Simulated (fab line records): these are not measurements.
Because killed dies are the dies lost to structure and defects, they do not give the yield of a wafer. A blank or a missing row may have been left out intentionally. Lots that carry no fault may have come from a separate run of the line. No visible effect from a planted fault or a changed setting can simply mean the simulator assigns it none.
fab line records | flow rit-cmos
record lots=13 | wafers=39 | last-day=7
route steps=202 shown CONTACT@173
lots with no fault: from the same line, run without faults
start-h: start of the lot's first displayed wafer, in hours after the record's first day | wait-h: how many hours have passed since the lot's step before this one | " unchanged from the row above | L1.1+2: one row covering several wafers at once | - no value, or no start given | * or withheld: withheld | < > ~ a bound
route shown NAME@n: names a module that has steps shown in the file, with the first one's number in the route | usual: mean/standard deviation taken from wafers without a fault | same: alike in all rows | chamber/n: place in a boat | sites: each site's reading | _std_site: standard deviation of those values | _edge_site: inner sites' mean taken away from outer sites' mean | radius-mm: how far each site lies from the wafer's centre | mask NAME#n: copy n | behind: tool/chamber where the wafer was last shaped | hold: what put the lot on hold/how long, in hours/how the hold closed | device: whichever transistor did not switch (one of n, p or np) | end of line: the route-end tests of the same wafers | a step given without rows: its recipe and nothing more | killed: dies lost to structure and defects at the first sort, not the wafer's yield | map: per-die view of a wafer (x killed, . not killed, _ where there is no die)
set.NAME: the run value of the setting; set.NAME@STEP: its run value at that earlier step | model.NAME: the simulator's own value behind a step, which no gauge read
a sample of lots followed through the steps of the route, with each step as a table and each wafer as a row
services: the hour from which a tool's chamber was out of use, counted from the record's first day as start-h (under 0 if before that day), plus the number of hours and why
## steps
# step RIT_CONTACT_EXPOSE_05
# recipe mask-id=M11 | na=0.6 | source-shape=conventional | sigma-outer=0.5 | target-cd-nm=1000 | dose-mj=250
lot.wafer  | tool             | chamber | start-h | wait-h | mask
L499.1+3+4 | iline-stepper-02 | 0       | 56.95   | 0.2    | M11#0
L501.4+5+6 | iline-stepper-02 | 0       | 68.44   | 0.1    | M11#0
L502.3+4+5 | iline-stepper-01 | 0       | 72.22   | 0.2    | M11#0
L503.1+3+5 | iline-stepper-01 | 0       | 76.17   | 0.1    | M11#0
L504.2+5+6 | iline-stepper-02 | 0       | 81.62   | 0.2    | M11_R1#0
L505.3+4+5 | iline-stepper-01 | 0       | 85.27   | 0.2    | M11#0
L514.2+3+4 | iline-stepper-02 | 0       | 131.38  | 0.1    | M11#0
L515.1+2+3 | iline-stepper-02 | 0       | 137.47  | 0.1    | M11#0
L516.1+5+6 | iline-stepper-02 | 0       | 141.06  | 0.1    | M11#0
L517.1+2+5 | iline-stepper-02 | 0       | 147.58  | 0.1    | M11#0
L518.1+2+4 | iline-stepper-01 | 0       | 152.88  | 0.2    | M11#0
L520.2+3+6 | iline-stepper-02 | 0       | 167.04  | 0.2    | M11#0
L521.2+3+4 | iline-stepper-02 | 0       | 170.59  | 0.1    | M11#0
# step RIT_CONTACT_CD_MEAS_08
# recipe target-cd-nm=1000
# usual cd-nm=999.4/2.4
lot.wafer | tool      | chamber | start-h | wait-h | cd-nm
L499.1    | cd-sem-01 | -       | 57.47   | -      | 999.4
L499.3    | "         | -       | "       | "      | 996.6
L499.4    | "         | -       | "       | "      | 996.8
L501.4    | cd-sem-02 | -       | 68.96   | -      | 1003.7
L501.5    | "         | -       | "       | "      | 1001.7
L501.6    | "         | -       | "       | "      | 1002.0
L502.3    | cd-sem-02 | -       | 72.73   | -      | 996.5
L502.4    | "         | -       | "       | "      | 997.9
L502.5    | "         | -       | "       | "      | 997.1
L503.1    | cd-sem-01 | -       | 76.69   | -      | 1000.5
L503.3    | "         | -       | "       | "      | 1003.2
L503.5    | "         | -       | "       | "      | 1001.2
L504.2    | cd-sem-01 | -       | 82.16   | -      | 1153.7
L504.5    | "         | -       | "       | "      | 1152.1
L504.6    | "         | -       | "       | "      | 1152.5
L505.3    | cd-sem-01 | -       | 85.79   | -      | 999.2
L505.4    | "         | -       | "       | "      | 998.7
L505.5    | "         | -       | "       | "      | 997.9
L514.2    | cd-sem-01 | -       | 131.90  | -      | 998.9
L514.3    | "         | -       | "       | "      | 1000.7
L514.4    | "         | -       | "       | "      | 999.2
L515.1    | cd-sem-02 | -       | 137.99  | -      | 999.4
L515.2    | "         | -       | "       | "      | 1002.6
L515.3    | "         | -       | "       | "      | 1001.1
L516.1    | cd-sem-02 | -       | 141.58  | -      | 997.3
L516.5    | "         | -       | "       | "      | 996.4
L516.6    | "         | -       | "       | "      | 999.5
L517.1    | cd-sem-01 | -       | 148.09  | -      | 999.1
L517.2    | "         | -       | "       | "      | 998.1
L517.5    | "         | -       | "       | "      | 999.2
L518.1    | cd-sem-01 | -       | 153.40  | -      | 999.7
L518.2    | "         | -       | "       | "      | 999.1
L518.4    | "         | -       | "       | "      | 999.6
L520.2    | cd-sem-01 | -       | 167.64  | -      | 995.9
L520.3    | "         | -       | "       | "      | 997.1
L520.6    | "         | -       | "       | "      | 997.9
L521.2    | cd-sem-02 | -       | 171.10  | -      | 1000.8
L521.3    | "         | -       | "       | "      | 1000.7
L521.4    | "         | -       | "       | "      | 1001.0
## services
tool             | chamber | start-h | hours | kind
iline-stepper-02 | -       | 34.93   | 1.7   | pm
iline-stepper-01 | 0       | 101.34  | -     | calibration
iline-stepper-01 | -       | 144.69  | 2.1   | pm
iline-stepper-01 | -       | 146.78  | -     | consumable-replace:lamp
## key
first-sign step=RIT_CONTACT_EXPOSE_05 | reading=mask | direction=changed
effect step=RIT_CONTACT_CD_MEAS_08 | reading=cd-nm | direction=up | sigmas=65 | usual=999.4 | struck=1152.8
met-at RIT_CONTACT_EXPOSE_05
struck-lots L504
sort-left-out L504.2,L504.5,L504.6
tester-left-out L504
onset-between 68.44 81.62
fault kind=wrong-mask | tool=any | chamber=- | onset-h=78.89 | steps=RIT_CONTACT_EXPOSE_05 | aux-copy=M11_R1#0 | cd-offset-nm=150 | scope=struck-lots-only
# tester-left-out: of these lots the tester's yield and bins aren't shown, on N5 and GAA mostly nor the transistor test; their killed dies are dies lost to structure and defects alone, not to doping, threshold or leakage, so they don't give the yield
# sort-left-out: the simulated sort isn't trusted on such a fault, so these wafers' sort isn't shown, and their yield isn't known
